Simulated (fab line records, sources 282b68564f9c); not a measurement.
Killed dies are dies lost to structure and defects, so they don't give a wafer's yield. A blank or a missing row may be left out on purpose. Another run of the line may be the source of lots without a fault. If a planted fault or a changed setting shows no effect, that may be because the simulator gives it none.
What tool caused it? ; flow rit-cmos ; 7 lots, 21 wafers sampled, at 4 steps of a route of 202

WHAT THE GAUGES READ, wafer by wafer
RIT_ACTIVE_CD_MEAS_90: the cd target is 1400 nm. Usual: cd-nm 1399.6 nm, standard deviation 2.3.
lot;measured;on;cd-nm (nm);flag
L394;day 1 16:23;cd-sem-01;1399.3 1400.1 1400.9;
L395;day 1 20:52;cd-sem-02;1402.2 1399.6 1403.2;
L396;day 2 01:44;cd-sem-02;1399.7 1397.2 1397.1;
L406;day 4 03:38;cd-sem-02;1399.5 1398.0 1399.4;
L408;day 4 13:10;cd-sem-01;1405.8 1403.5 1404.6;
L410;day 5 00:05;cd-sem-02;1395.6 1395.8 1399.2;
L415;day 6 00:02;cd-sem-01;1398.4 1396.4 1398.3;

RIT_GATE_THK_MEAS_07. Usual: GATE_OXIDE_THK typically reads 3.01 nm, with standard deviation 0.056.
lot;measured;on;GATE_OXIDE_THK (nm);flag
L394;day 2 11:04;film-metro-01;2.97 2.90 2.96;
L395;day 2 16:02;film-metro-02;2.98 2.94 2.99;
L396;day 2 20:08;film-metro-01;3.07 3.03 3.03;
L406;day 4 21:42;film-metro-02;3.82 3.79 3.89;OFF
L408;day 5 07:20;film-metro-02;3.95 3.96 3.92;OFF
L410;day 5 17:47;film-metro-03;3.00 3.06 2.99;
L415;day 6 18:22;film-metro-01;3.00 3.01 3.02;

RIT_NLDD_OVL_MEAS_06. Usual: NLDD_OVL typically reads 0.2 nm, with standard deviation 1.5.
lot;measured;on;NLDD_OVL (nm);flag
L394;day 2 18:48;overlay-01;3.0 3.4 2.5;
L395;day 2 23:12;overlay-01;-0.8 -1.5 -0.4;
L396;day 3 03:31;overlay-01;0.1 -0.8 1.0;
L406;day 5 05:28;overlay-02;-0.9 0.7 0.3;
L408;day 5 16:01;overlay-02;-0.3 -2.8 -1.1;
L410;day 6 01:22;overlay-01;1.3 0.3 0.2;
L415;day 7 01:46;overlay-02;-1.2 -2.4 -2.1;

EACH LOT AND THE TOOL THAT RAN IT (in order: tool; ch and the chambers of the sampled wafers; start)
lot;RIT_ACTIVE_STRIP_14
L394;plasma-asher-01 ch 0,1, day 1 16:13
L395;plasma-asher-02 ch 0,1, day 1 20:41
L396;plasma-asher-01 ch 0,1, day 2 01:33
L406;plasma-asher-02 ch 0,1, day 4 03:29
L408;plasma-asher-01 ch 0,1, day 4 12:58
L410;plasma-asher-04 ch 0,1, day 4 23:53
L415;plasma-asher-02 ch 0,1, day 5 23:50
- RIT_ACTIVE_STRIP_14: strips in O2, time 180 s.

AS READ BY THE TOOLS THEMSELVES (means over the sampled wafers that have a number; for cases with no such wafer, the mark the record gives instead)
RIT_ACTIVE_STRIP_14. Usual: drypump-motor-current-A 5.7 A, standard deviation 0.35.
lot;tool;drypump-motor-current-A (A);flag
L394;plasma-asher-01;5.7;
L395;plasma-asher-02;5.7;
L396;plasma-asher-01;5.7;
L406;plasma-asher-02;5.9;
L408;plasma-asher-01;5.7;
L410;plasma-asher-04;5.4;
L415;plasma-asher-02;5.9;

THE ANSWER, worked out from the rows above alone
Rule: take the mean of a lot's wafers that have a number; if it is more than 3 standard deviations from the usual mean, the lot is off. Also off: a lot with no number at a reading for which 4 or more lots have one. Any other lot the step has rows for is counted as sound. First the gauges in route order, then the tools' own readings, where a lot's mean is used as printed above. The first step at which some lot is off is used, and at that step the reading that is off furthest; a lot without a number counts as furthest.
Off: L406, L408, seen at RIT_GATE_THK_MEAS_07 (GATE_OXIDE_THK).
If a tool, at a process step before that reading, ran all the lots that are off and no sound lot after the first of them, it fits. Gauges at RIT_GATE_THK_MEAS_07: tried the same way as those tools. One fits: film-metro-02 at RIT_GATE_THK_MEAS_07. A fault onset in the window from L395 (day 2 16:02, its last sound lot) to L406 (day 4 21:42, its first lot off) fits.

WHAT THE SIMULATOR HAD INSERTED
Metrology matching offset: film-metro-02, from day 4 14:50 on, at RIT_GATE_THK_MEAS_07. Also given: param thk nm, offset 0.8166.
Lots struck among those shown: L406, L408. Same finding as the rule above.
